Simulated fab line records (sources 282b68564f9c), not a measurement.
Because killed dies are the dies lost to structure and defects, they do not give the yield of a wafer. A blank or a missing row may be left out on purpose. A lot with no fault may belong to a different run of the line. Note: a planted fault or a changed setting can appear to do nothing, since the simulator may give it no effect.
fab line records    flow rit-cmos
record lots=7  wafers=21  last-day=7
route steps=202 shown WELLDRIVE@50 NWELL@51 PWELL@52 NRETRO@53 PRETRO@64 GATE@75
lots with no fault: from the same line, run without faults
start-h: start of the lot's first displayed wafer, in hours after the record's first day    wait-h: hours elapsed since this lot's preceding step    " repeats the value in the row above    L1.1+2: one row covering several wafers at once    - value missing, or start not given    * or withheld: withheld    < > ~ a bound
route shown NAME@n: NAME is a module with steps in the file, n the number in the route of the first one    usual: average and standard deviation across the fault-free wafers    same: alike in all rows    chamber/n: place in a boat    sites: per-site readings    _std_site: how widely they spread, as a standard deviation    _edge_site: inner sites' mean taken away from outer sites' mean    radius-mm: how far each site lies from the wafer's centre    mask NAME#n: copy n    behind: the most recent tool/chamber to have shaped the wafer    hold: cause of the lot's hold/its duration in hours/its outcome    device: which transistor (n, p or np) failed to switch    end of line: tests run on the same wafers once the route is complete    for a step that has no rows: nothing shown but its recipe    killed: not the wafer's yield, but the dies lost to structure and defects at the first sort    map: shows each die of a wafer: x if killed, . if not, _ if none is there
set.NAME: setting as actually run; set.NAME@STEP: the setting as run at that earlier step    model.NAME: the simulator's own value behind a step, which no gauge read
lots at some steps of the route; a table a step, a row a wafer
services: from which hour (start-h, from the record's first day; less than 0 if before it) a tool's chamber was out of use, for how many hours, and why
## steps
# step RIT_WELLDRIVE_ANNEAL_00
# recipe temp-c=1100  time-s=14700  ambient=N2
# step RIT_WELLDRIVE_RS_MEAS_01
# recipe thk-meas-gauge=four-point-probe
# usual NWELL_RS=275.5/0.7
lot.wafer  tool           chamber  start-h  wait-h  NWELL_RS[ohm/sq]
L553.3     film-metro-01  -        60.21    0.0     276.4
L553.4     "              -        "        "       275.6
L553.5     "              -        "        "       276.0
L557.3     film-metro-04  -        84.67    0.0     274.6
L557.5     "              -        "        "       274.8
L557.6     "              -        "        "       274.9
L559.4     film-metro-04  -        90.50    0.1     274.9
L559.5     "              -        "        "       274.1
L559.6     "              -        "        "       275.5
L560.2     film-metro-04  -        98.02    0.0     276.6
L560.4     "              -        "        "       275.7
L560.6     "              -        "        "       275.6
L561.1     film-metro-02  -        102.41   0.0     275.5
L561.3     "              -        "        "       276.0
L561.5     "              -        "        "       275.5
L563.2     film-metro-02  -        111.43   0.0     274.5
L563.5     "              -        "        "       274.9
L563.6     "              -        "        "       274.3
L569.1     film-metro-01  -        138.15   0.0     274.8
L569.5     "              -        "        "       274.8
L569.6     "              -        "        "       275.2
# step RIT_WELLDRIVE_RS_MEAS_02
# recipe thk-meas-gauge=four-point-probe
# usual PWELL_RS=429.1/1.1
lot.wafer  tool           chamber  start-h  wait-h  PWELL_RS[ohm/sq]
L553.3     film-metro-01  -        60.33    0.1     430.2
L553.4     "              -        "        "       430.3
L553.5     "              -        "        "       429.7
L557.3     film-metro-04  -        84.79    0.1     429.9
L557.5     "              -        "        "       429.5
L557.6     "              -        "        "       429.1
L559.4     film-metro-04  -        90.62    0.1     427.6
L559.5     "              -        "        "       426.6
L559.6     "              -        "        "       428.1
L560.2     film-metro-04  -        98.14    0.1     428.1
L560.4     "              -        "        "       429.0
L560.6     "              -        "        "       429.8
L561.1     film-metro-02  -        102.53   0.1     429.2
L561.3     "              -        "        "       429.0
L561.5     "              -        "        "       429.7
L563.2     film-metro-02  -        111.55   0.1     429.9
L563.5     "              -        "        "       429.2
L563.6     "              -        "        "       430.1
L569.1     film-metro-01  -        138.27   0.1     428.4
L569.5     "              -        "        "       428.7
L569.6     "              -        "        "       429.0
# step RIT_NRETRO_HMDS_00
# recipe prime-time-s=60  prime-temp-c=140
# step RIT_NRETRO_COAT_01
# recipe resist=NOVOLAK  spin-rpm=2000  resist-thk-nm=1300
# step RIT_NRETRO_SOFTBAKE_02
# recipe resist=NOVOLAK  temp-c=90  time-s=60
# step RIT_NRETRO_EXPOSE_03
# recipe mask-id=M4  na=0.57  target-cd-nm=43900  dose-mj=250
# step RIT_NRETRO_PEB_04
# recipe resist=NOVOLAK  temp-c=withheld  time-s=withheld
# step RIT_NRETRO_DEVELOP_05
# recipe resist=NOVOLAK  develop-time-s=68  dev-temp-c=23
# step RIT_NRETRO_OVL_MEAS_06
# usual NRETRO_OVL=0.1/1.4
lot.wafer  tool        chamber  start-h  wait-h  NRETRO_OVL[nm]
L553.3     overlay-01  -        61.43    -       0.6
L553.4     "           -        "        "       4.0
L553.5     "           -        "        "       2.9
L557.3     overlay-02  -        85.89    -       0.3
L557.5     "           -        "        "       0.4
L557.6     "           -        "        "       -1.1
L559.4     overlay-02  -        91.70    -       0.0
L559.5     "           -        "        "       0.0
L559.6     "           -        "        "       0.0
L560.2     overlay-01  -        99.25    -       0.4
L560.4     "           -        "        "       3.3
L560.6     "           -        "        "       -0.3
L561.1     overlay-01  -        103.66   -       0.0
L561.3     "           -        "        "       1.1
L561.5     "           -        "        "       0.9
L563.2     overlay-02  -        112.67   -       -1.8
L563.5     "           -        "        "       -0.5
L563.6     "           -        "        "       0.8
L569.1     overlay-02  -        139.28   -       -1.3
L569.5     "           -        "        "       -1.1
L569.6     "           -        "        "       -0.2
# step RIT_NRETRO_HARDBAKE_07
# recipe resist=NOVOLAK  temp-c=140  time-s=120
# step RIT_NRETRO_IMPLANT_08
# recipe species=P  energy-kev=70  dose-cm2=1e+13  tilt-deg=7
# step RIT_NRETRO_STRIP_09
# recipe chemistry=O2  time-s=180  resist=NOVOLAK  platen-temp-c=withheld  power-w=500  pressure-mtorr=4000  o2-flow-sccm=4000
# usual chamber-pressure-mTorr=4000/3.8  drypump-motor-current-A=5.5/0.53
lot.wafer  tool             chamber  start-h  wait-h  chamber-pressure-mTorr  drypump-motor-current-A  rf-hours-counter-h  model.NOVOLAK_of_NRETRO_COAT_01.thk-nm
L553.3     plasma-asher-02  0        61.91    0.1     3998                    5.0                      -                   0
L553.4     "                1        "        "       3994                    6.0                      -                   0
L553.5     "                0        "        "       4001                    5.0                      -                   0
L557.3     plasma-asher-04  1        86.45    0.1     3999                    6.0                      -                   0
L557.5     "                1        "        "       4010                    6.0                      -                   0
L557.6     "                0        "        "       3998                    5.5                      -                   0
L559.4     plasma-asher-04  0        92.18    0.1     -                       -                        -                   1141
L559.5     "                0        "        "       -                       -                        -                   1139
L559.6     "                1        "        "       -                       -                        -                   1139
L560.2     plasma-asher-02  1        99.68    0.1     -                       -                        -                   1132
L560.4     "                0        "        "       -                       -                        -                   1133
L560.6     "                1        "        "       -                       -                        -                   1131
L561.1     plasma-asher-04  0        104.09   0.1     -                       -                        -                   1133
L561.3     "                0        "        "       -                       -                        -                   1136
L561.5     "                1        "        "       -                       -                        -                   1134
L563.2     plasma-asher-01  1        113.10   0.1     3999                    5.9                      46                  0
L563.5     "                1        "        "       4001                    6.0                      -                   0
L563.6     "                0        "        "       3997                    4.6                      -                   0
L569.1     plasma-asher-01  0        139.78   0.1     4004                    4.6                      51                  0
L569.5     "                1        "        "       3997                    6.0                      -                   0
L569.6     "                0        "        "       3998                    4.6                      -                   0
# step RIT_NRETRO_TW_MEAS_10
# usual NRETRO_TW=1034/10
lot.wafer  tool           chamber  start-h  wait-h  NRETRO_TW
L553.3     film-metro-02  -        62.05    0.1     1019
L553.4     "              -        "        "       1023
L553.5     "              -        "        "       1023
L557.3     film-metro-02  -        86.59    0.1     1028
L557.5     "              -        "        "       1030
L557.6     "              -        "        "       1029
L559.4     film-metro-04  -        92.32    0.1     1045
L559.5     "              -        "        "       1056
L559.6     "              -        "        "       1040
L560.2     film-metro-02  -        99.86    0.1     1032
L560.4     "              -        "        "       1027
L560.6     "              -        "        "       1034
L561.1     film-metro-02  -        104.27   0.1     1030
L561.3     "              -        "        "       1027
L561.5     "              -        "        "       1033
L563.2     film-metro-04  -        113.28   0.1     1043
L563.5     "              -        "        "       1045
L563.6     "              -        "        "       1048
L569.1     film-metro-03  -        139.96   0.1     1029
L569.5     "              -        "        "       1032
L569.6     "              -        "        "       1028
# step RIT_PRETRO_HMDS_00
# recipe prime-time-s=60  prime-temp-c=140
# step RIT_PRETRO_COAT_01
# recipe resist=NOVOLAK  spin-rpm=2000  resist-thk-nm=1300
# step RIT_PRETRO_SOFTBAKE_02
# recipe resist=NOVOLAK  temp-c=90  time-s=60
# step RIT_PRETRO_EXPOSE_03
# recipe mask-id=M5  na=0.57  target-cd-nm=43700  dose-mj=250
# step RIT_PRETRO_PEB_04
# recipe resist=NOVOLAK  temp-c=withheld  time-s=withheld
# step RIT_PRETRO_DEVELOP_05
# recipe resist=NOVOLAK  develop-time-s=68  dev-temp-c=23
# step RIT_PRETRO_OVL_MEAS_06
# usual PRETRO_OVL=-0.1/1.4
lot.wafer  tool        chamber  start-h  wait-h  PRETRO_OVL[nm]
L553.3     overlay-02  -        62.98    -       -1.8
L553.4     "           -        "        "       -2.0
L553.5     "           -        "        "       -2.9
L557.3     overlay-02  -        87.64    -       -0.3
L557.5     "           -        "        "       -0.5
L557.6     "           -        "        "       -0.7
L559.4     overlay-01  -        93.28    -       -2.2
L559.5     "           -        "        "       1.4
L559.6     "           -        "        "       -0.1
L560.2     overlay-02  -        100.80   -       -1.6
L560.4     "           -        "        "       1.2
L560.6     "           -        "        "       0.4
L561.1     overlay-02  -        105.34   -       1.1
L561.3     "           -        "        "       0.6
L561.5     "           -        "        "       1.7
L563.2     overlay-01  -        114.22   -       0.8
L563.5     "           -        "        "       0.3
L563.6     "           -        "        "       -0.6
L569.1     overlay-02  -        141.21   -       0.0
L569.5     "           -        "        "       0.1
L569.6     "           -        "        "       -1.5
# step RIT_PRETRO_HARDBAKE_07
# recipe resist=NOVOLAK  temp-c=140  time-s=120
# step RIT_PRETRO_IMPLANT_08
# recipe species=B  energy-kev=45  dose-cm2=1.2e+13  tilt-deg=7
# step RIT_PRETRO_STRIP_09
# recipe chemistry=O2  time-s=180  resist=NOVOLAK  platen-temp-c=withheld  power-w=500  pressure-mtorr=4000  o2-flow-sccm=4000
# usual chamber-pressure-mTorr=4000/4.1  drypump-motor-current-A=5.6/0.42
lot.wafer  tool             chamber  start-h  wait-h  chamber-pressure-mTorr  drypump-motor-current-A  rf-hours-counter-h
L553.3     plasma-asher-03  0        63.46    0.1     3977                    5.7                      -
L553.4     "                1        "        "       3999                    5.5                      -
L553.5     "                0        "        "       4004                    5.7                      -
L557.3     plasma-asher-04  0        88.13    0.1     3993                    5.5                      -
L557.5     "                1        "        "       3999                    6.0                      -
L557.6     "                0        "        "       3999                    5.5                      -
L559.4     plasma-asher-03  1        93.76    0.1     4001                    5.5                      -
L559.5     "                0        "        "       4002                    5.7                      -
L559.6     "                1        "        "       4001                    5.5                      -
L560.2     plasma-asher-02  0        101.23   0.1     4005                    5.0                      47
L560.4     "                0        "        "       3998                    5.0                      -
L560.6     "                1        "        "       3998                    6.0                      -
L561.1     plasma-asher-04  0        105.86   0.1     3993                    5.5                      31
L561.3     "                0        "        "       4000                    5.5                      -
L561.5     "                1        "        "       4004                    6.0                      -
L563.2     plasma-asher-04  0        114.65   0.1     3999                    5.5                      33
L563.5     "                1        "        "       3998                    6.0                      -
L563.6     "                0        "        "       4002                    5.5                      -
L569.1     plasma-asher-02  0        141.65   0.1     4001                    5.0                      4
L569.5     "                1        "        "       3997                    6.0                      -
L569.6     "                0        "        "       4000                    5.0                      -
# step RIT_PRETRO_TW_MEAS_10
# usual PRETRO_TW=471/5.8
lot.wafer  tool           chamber  start-h  wait-h  PRETRO_TW
L553.3     film-metro-01  -        63.60    0.1     471
L553.4     "              -        "        "       475
L553.5     "              -        "        "       474
L557.3     film-metro-03  -        88.26    0.1     458
L557.5     "              -        "        "       459
L557.6     "              -        "        "       462
L559.4     film-metro-03  -        93.91    0.1     29
L559.5     "              -        "        "       29
L559.6     "              -        "        "       29
L560.2     film-metro-03  -        101.41   0.1     29
L560.4     "              -        "        "       29
L560.6     "              -        "        "       29
L561.1     film-metro-03  -        106.03   0.1     29
L561.3     "              -        "        "       29
L561.5     "              -        "        "       29
L563.2     film-metro-04  -        114.83   0.1     473
L563.5     "              -        "        "       473
L563.6     "              -        "        "       475
L569.1     film-metro-01  -        141.82   0.1     476
L569.5     "              -        "        "       477
L569.6     "              -        "        "       477
# step RIT_GATE_WET_ETCH_00
# recipe chemistry=BOE  target=SiO2  target-depth-nm=56  time-s=60  dry=n2-spin  dilution=10:1  temp-c=21.5
## services
tool             chamber  start-h  hours  kind
plasma-asher-03  -        107.97   28.1   pm
plasma-asher-02  -        108.75   9.0    pm
plasma-asher-02  0        108.75   9.0    vent-cycle
plasma-asher-02  1        108.75   9.0    vent-cycle
plasma-asher-02  0        117.75   -      clean
plasma-asher-02  1        117.75   -      clean
plasma-asher-03  -        136.07   14.6   pm
plasma-asher-04  -        138.04   2.8    pm
## key
first-sign step=RIT_NRETRO_STRIP_09  reading=tool-record  direction=missing
effect step=RIT_PRETRO_TW_MEAS_10  reading=PRETRO_TW  direction=down  sigmas=76  usual=471  struck=29
model-effect step=RIT_NRETRO_STRIP_09  value=NOVOLAK_of_NRETRO_COAT_01.thk-nm  without=0  struck=1136
met-at RIT_NRETRO_STRIP_09
struck-wafers L559.4,L559.5,L559.6,L560.2,L560.4,L560.6,L561.1,L561.3,L561.5
sort-left-out L559.4,L559.5,L559.6,L560.2,L560.4,L560.6,L561.1,L561.3,L561.5
tester-left-out L559,L560,L561
onset-between 86.45 92.18
fault kind=skipped-step-whole  tool=plasma-asher-02,plasma-asher-04  chamber=-  onset-h=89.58  steps=RIT_NRETRO_STRIP_09  scope=struck-lots-only
# tester-left-out: of these lots the tester's yield and bins aren't shown, on N5 and GAA mostly nor the transistor test; their killed dies are dies lost to structure and defects alone, not to doping, threshold or leakage, so they don't give the yield
# sort-left-out: the simulated sort isn't trusted on such a fault, so these wafers' sort isn't shown, and their yield isn't known
